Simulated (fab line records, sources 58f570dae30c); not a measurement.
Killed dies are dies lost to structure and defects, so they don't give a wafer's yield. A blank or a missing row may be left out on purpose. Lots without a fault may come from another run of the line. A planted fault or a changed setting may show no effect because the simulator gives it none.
Chamber matching | flow berkeley_cmos170 | UCB170_ACTIVE_ETCH_15 on rie_diel-04: 4 sister chambers
The step etches Si3N4 in CH3F/Ar/O2, stops on SiO2, target depth 242 nm, time 151 s. 4 wafers are shown with their chamber, then 7 later ones without.

WAFERS WITH THEIR CHAMBER
wafer  | chamber | throttle_valve_pct (%)
L291.1 | 1       | 8.21
L291.3 | 2       | 8.07
L296.1 | 3       | 7.99
L296.2 | 0       | 8.00

WAFERS WITHOUT THEIR CHAMBER
wafer  | throttle_valve_pct (%)
L296.3 | 8.21
L299.1 | 8.21
L299.2 | 8.01
L299.6 | 8.11
L308.2 | 8.02
L308.3 | 8.10
L308.5 | 8.01

WHICH CHAMBER EACH WENT THROUGH
wafer  | from the rows above          | in truth
L296.3 | 1                            | 1
L299.1 | 1                            | 1
L299.2 | can't be placed: 0 or 3      | 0
L299.6 | 2                            | 2
L308.2 | can't be placed: 0 or 3 or 2 | 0
L308.3 | 2                            | 2
L308.5 | can't be placed: 0 or 3      | 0
Placed correctly: 4 of 7. Can't be placed from these rows: 3 (the true chamber is among the candidates in 3). Placed wrongly: 0.
How it was worked out, from the rows above alone: a wafer's distance from a chamber is the root of the sum, over the readings, of the square of ((its reading less the chamber's mean) divided by the reading's scatter). The wafer belongs to the nearest chamber; if the next one is less than 2 further off, it can't be placed. A chamber's mean is the mean of its shown wafers. The scatter: with one shown wafer a chamber, the root of the mean of the squares of how far each hidden wafer lies from its nearest shown one.
